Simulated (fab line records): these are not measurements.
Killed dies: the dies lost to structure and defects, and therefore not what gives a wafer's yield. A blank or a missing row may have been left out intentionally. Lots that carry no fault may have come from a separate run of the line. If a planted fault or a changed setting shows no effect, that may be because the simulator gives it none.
fab line records | flow ritCmos | part 2 of 2: steps 36 to 47 of 47
[record] lots = 5 wafers = 15 lastDay = 6
route steps=202 shown PLDD@115 SPACER@125 NSD@131 PSD@142 SDANNEAL@153 NLDD@160 SILICIDE@161
lots untouched by any fault: they come from a run of this same line in which no faults occurred
startH: hours from the record's first day to the start of the lot's first wafer shown | waitH: hours elapsed since this lot's preceding step | " same as the row above | L1.1+2: one row covering several wafers at once | - no value, or no start was given | * or withheld: withheld | < > ~ a bound
route shown NAME@n: NAME is a module with steps in the file, n the number in the route of the first one | usual: the fault-free wafers' mean and standard deviation | same: alike in all rows | chamber/n: place in a boat | sites: the reading at each site | _std_site: standard deviation across them | _edge_site: inner sites' mean taken away from outer sites' mean | radiusMm: how far each site lies from the wafer's centre | mask NAME#n: copy n | behind: the tool/chamber that last shaped the wafer | hold: reason for holding the lot/hours on hold/outcome of the hold | device: the transistor (n, p or np) that didn't switch | end of line: the tests these same wafers got at the end of their route | a step without rows: its recipe alone | killed: count of dies lost to structure and defects at first sort (not the wafer's yield) | map: dies across one wafer; x = killed, . = not, _ = none there
set.NAME: the setting as run; set.NAME@STEP: as run at that earlier step | model.NAME: the simulator's own value behind a step, which no gauge read
certain route steps with their lots: each step a table, each wafer a row
services: when a tool's chamber went out of use (startH, in hours from the record's first day, below 0 if earlier), for how many hours, and the reason
[[steps]]
[step RIT_PSD_IMPLANT_08]
[recipe] species = BF2 energyKev = 27 doseCm2 = 5e+15 tiltDeg = 7
[usual] doseIonsCm2 = 5e+15/5.8e+12
// columns lot.wafer tool chamber startH waitH doseIonsCm2
L074.1 implanter-03 0 59.11 0.1 4.998e+15
L074.3 " 0 " " 4.999e+15
L074.4 " 0 " " 5.002e+15
L083.3 implanter-03 0 99.20 0.1 5.004e+15
L083.5 " 0 " " 4.996e+15
L083.6 " 0 " " 5.001e+15
L085.3 implanter-03 0 109.08 0.1 5.009e+15
L085.4 " 0 " " 5.002e+15
L085.5 " 0 " " 5.006e+15
L086.1 implanter-02 0 113.80 0.1 4.993e+15
L086.3 " 0 " " 4.999e+15
L086.6 " 0 " " 4.997e+15
L089.3 implanter-03 0 129.91 0.1 5.008e+15
L089.4 " 0 " " 5e+15
L089.5 " 0 " " 5.009e+15
[step RIT_PSD_STRIP_09]
[recipe] chemistry = O2 timeS = 180 resist = NOVOLAK platenTempC = withheld powerW = 500 pressureMtorr = 4000 o2FlowSccm = 4000
[usual] drypumpMotorCurrentA = 5.6/0.48
// columns lot.wafer tool chamber startH waitH drypumpMotorCurrentA rfHoursCounterH
L074.1 plasmaAsher-02 1 59.26 0.1 6.1 40
L074.3 " 0 " " 5.3 -
L074.4 " 1 " " 6.1 -
L083.3 plasmaAsher-02 0 99.36 0.1 5.3 -
L083.5 " 0 " " 5.3 -
L083.6 " 1 " " 6.0 -
L085.3 plasmaAsher-04 0 109.24 0.1 6.3 -
L085.4 " 1 " " 5.7 -
L085.5 " 1 " " 5.7 -
L086.1 plasmaAsher-04 0 113.95 0.1 6.3 49
L086.3 " 1 " " 5.7 -
L086.6 " 0 " " 6.3 -
L089.3 plasmaAsher-03 1 130.07 0.1 5.4 -
L089.4 " 0 " " 4.9 -
L089.5 " 0 " " 4.9 -
[step RIT_PSD_TW_MEAS_10]
[usual] PSD_TW = 3448/31
// columns lot.wafer tool chamber startH waitH PSD_TW
L074.1 filmMetro-02 - 59.43 0.1 3464
L074.3 " - " " 3459
L074.4 " - " " 3461
L083.3 filmMetro-02 - 99.50 0.1 3426
L083.5 " - " " 3456
L083.6 " - " " 3454
L085.3 filmMetro-02 - 109.38 0.1 3446
L085.4 " - " " 3448
L085.5 " - " " 3443
L086.1 filmMetro-02 - 114.12 0.1 3421
L086.3 " - " " 3422
L086.6 " - " " 3407
L089.3 filmMetro-02 - 130.21 0.1 3402
L089.4 " - " " 3429
L089.5 " - " " 3418
[step RIT_SDANNEAL_CLEAN_00]
[recipe] chemistry = SC1 mix = 3:3:50 timeS = 600 tempC = 75
// columns lot.wafer tool chamber startH waitH
L074.1+3+4 wetBench-02 0 59.49 0.1
L083.3+5+6 wetBench-01 3 99.54 0.0
L085.3+4+5 wetBench-04 3 109.42 0.0
L086.1+3+6 wetBench-01 0 114.18 0.1
L089.3+4+5 wetBench-04 3 130.25 0.0
[step RIT_SDANNEAL_CLEAN_01]
[recipe] chemistry = dHF dilution = 50:1 timeS = 30
// columns lot.wafer tool chamber startH waitH
L074.1+3+4 wetBench-04 0 59.70 0.0
L083.3+5+6 wetBench-04 1 99.71 0.0
L085.3+4+5 wetBench-01 0 109.59 0.0
L086.1+3+6 wetBench-02 3 114.37 0.0
L089.3+4+5 wetBench-02 3 130.42 0.0
[step RIT_SDANNEAL_CLEAN_02]
[recipe] chemistry = SC2 mix = 3:3:50 timeS = 600 tempC = 75 dry = n2Spin
// columns lot.wafer tool chamber startH waitH
L074.1+3+4 wetBench-01 0 59.72 0.0
L083.3+5+6 wetBench-02 3 99.73 0.0
L085.3+4+5 wetBench-01 3 109.61 0.0
L086.1+3+6 wetBench-04 3 114.39 0.0
L089.3+4+5 wetBench-01 3 130.44 0.0
[step RIT_SDANNEAL_RTA_03]
[recipe] tempC = 1050 timeS = 5 idleTempC = 600 rampUpCPerS = 342 rampDownCPerS = 171 coolToC = 600 ambient = N2
[usual] wafer_temp_C_max = 1053.5/1.2
// columns lot.wafer tool chamber startH waitH wafer_temp_C_max
L074.1 rtpAnneal-02 0 59.90 0.0 1054.2
L074.3 " 0 " " 1053.1
L074.4 " 0 " " 1053.4
L083.3 rtpAnneal-01 0 99.92 0.0 1052.7
L083.5 " 0 " " 1055.2
L083.6 " 0 " " 1054.5
L085.3 rtpAnneal-01 0 109.82 0.0 1055.4
L085.4 " 0 " " 1053.7
L085.5 " 0 " " 1054.3
L086.1 rtpAnneal-02 0 114.56 0.0 1055.3
L086.3 " 0 " " 1053.0
L086.6 " 0 " " 1052.1
L089.3 rtpAnneal-01 0 130.65 0.0 1054.2
L089.4 " 0 " " 1053.8
L089.5 " 0 " " 1052.8
[step RIT_SDANNEAL_RS_MEAS_04]
[recipe] thkMeasGauge = four-point-probe
[usual] PSD_RS = 115.98/0.24
// columns lot.wafer tool chamber startH waitH PSD_RS[ohm/sq]
L074.1 filmMetro-01 - 59.95 0.0 116.07
L074.3 " - " " 116.28
L074.4 " - " " 115.89
L083.3 filmMetro-03 - 100.00 0.1 116.46
L083.5 " - " " 116.17
L083.6 " - " " 116.30
L085.3 filmMetro-01 - 109.90 0.1 115.98
L085.4 " - " " 115.80
L085.5 " - " " 116.01
L086.1 filmMetro-03 - 114.62 0.0 115.77
L086.3 " - " " 115.62
L086.6 " - " " 115.71
L089.3 filmMetro-02 - 130.73 0.1 116.18
L089.4 " - " " 116.32
L089.5 " - " " 116.35
[step RIT_SDANNEAL_RS_MEAS_05]
[recipe] thkMeasGauge = four-point-probe
[usual] NSD_RS = 84.48/0.29
// columns lot.wafer tool chamber startH waitH NSD_RS[ohm/sq]
L074.1 filmMetro-01 - 60.07 0.1 84.37
L074.3 " - " " 84.32
L074.4 " - " " 84.30
L083.3 filmMetro-03 - 100.12 0.1 84.10
L083.5 " - " " 84.40
L083.6 " - " " 83.96
L085.3 filmMetro-01 - 110.02 0.1 84.87
L085.4 " - " " 85.03
L085.5 " - " " 84.55
L086.1 filmMetro-03 - 114.74 0.1 84.56
L086.3 " - " " 84.62
L086.6 " - " " 84.60
L089.3 filmMetro-02 - 130.85 0.1 84.74
L089.4 " - " " 85.01
L089.5 " - " " 84.58
[step RIT_SDANNEAL_RS_MEAS_06]
[recipe] thkMeasGauge = four-point-probe
[usual] PLDD_RS = 178.7/0.5
// columns lot.wafer tool chamber startH waitH PLDD_RS[ohm/sq]
L074.1 filmMetro-01 - 60.19 0.1 178.1
L074.3 " - " " 178.8
L074.4 " - " " 178.5
L083.3 filmMetro-03 - 100.24 0.1 178.5
L083.5 " - " " 178.3
L083.6 " - " " 178.1
L085.3 filmMetro-01 - 110.14 0.1 179.6
L085.4 " - " " 179.7
L085.5 " - " " 179.6
L086.1 filmMetro-03 - 114.86 0.1 178.5
L086.3 " - " " 178.1
L086.6 " - " " 177.8
L089.3 filmMetro-02 - 130.97 0.1 178.7
L089.4 " - " " 178.3
L089.5 " - " " 178.7
[step RIT_SDANNEAL_RS_MEAS_07]
[recipe] thkMeasGauge = four-point-probe
[usual] NLDD_RS = 151.6/0.43
// columns lot.wafer tool chamber startH waitH NLDD_RS[ohm/sq]
L074.1 filmMetro-01 - 60.31 0.1 151.9
L074.3 " - " " 151.4
L074.4 " - " " 152.2
L083.3 filmMetro-03 - 100.36 0.1 152.3
L083.5 " - " " 151.7
L083.6 " - " " 152.0
L085.3 filmMetro-01 - 110.26 0.1 151.9
L085.4 " - " " 151.2
L085.5 " - " " 151.5
L086.1 filmMetro-03 - 114.98 0.1 151.4
L086.3 " - " " 151.5
L086.6 " - " " 150.9
L089.3 filmMetro-02 - 131.09 0.1 151.9
L089.4 " - " " 152.4
L089.5 " - " " 151.9
[step RIT_SILICIDE_WET_ETCH_00]
[recipe] chemistry = BOE target = SiO2 targetDepthNm = 14 timeS = 15 dry = n2Spin dilution = 10:1 tempC = 21.5
// columns lot.wafer tool chamber startH waitH
L074.1+3+4 wetBench-03 1 60.43 0.1
L083.3+5+6 wetBench-03 3 100.44 0.1
L085.3+4+5 wetBench-04 3 110.34 0.1
L086.1+3+6 wetBench-03 3 115.10 0.1
L089.3+4+5 wetBench-03 3 131.17 0.1
[[services]]
// columns tool chamber startH hours kind
implanter-04 - 29.59 13.4 pm
rieDiel-03 2 30.35 3.8 repair
rieDiel-04 1 41.89 14.5 repair
rtpAnneal-02 - 43.34 4.9 pm
plasmaAsher-04 - 68.49 0.4 repair
rieDiel-04 - 79.32 1.1 repair
ilineStepper-01 - 81.64 1.3 repair
rieDiel-02 3 92.04 2.6 repair
rieDiel-02 0 98.03 - clean
rieDiel-02 0 98.03 22.5 scheduledDown
rieDiel-02 0 98.03 22.5 ventCycle
ilineStepper-02 - 103.32 1.7 pm
plasmaAsher-02 - 108.75 9.0 pm
plasmaAsher-02 0 108.75 9.0 ventCycle
plasmaAsher-02 1 108.75 9.0 ventCycle
implanter-01 - 112.60 2.9 repair
implanter-04 - 114.42 3.4 repair
rieDiel-03 3 115.72 6.7 repair
plasmaAsher-02 0 117.75 - clean
plasmaAsher-02 1 117.75 - clean
wetBench-01 - 119.27 2.1 repair
implanter-02 - 122.15 2.2 repair
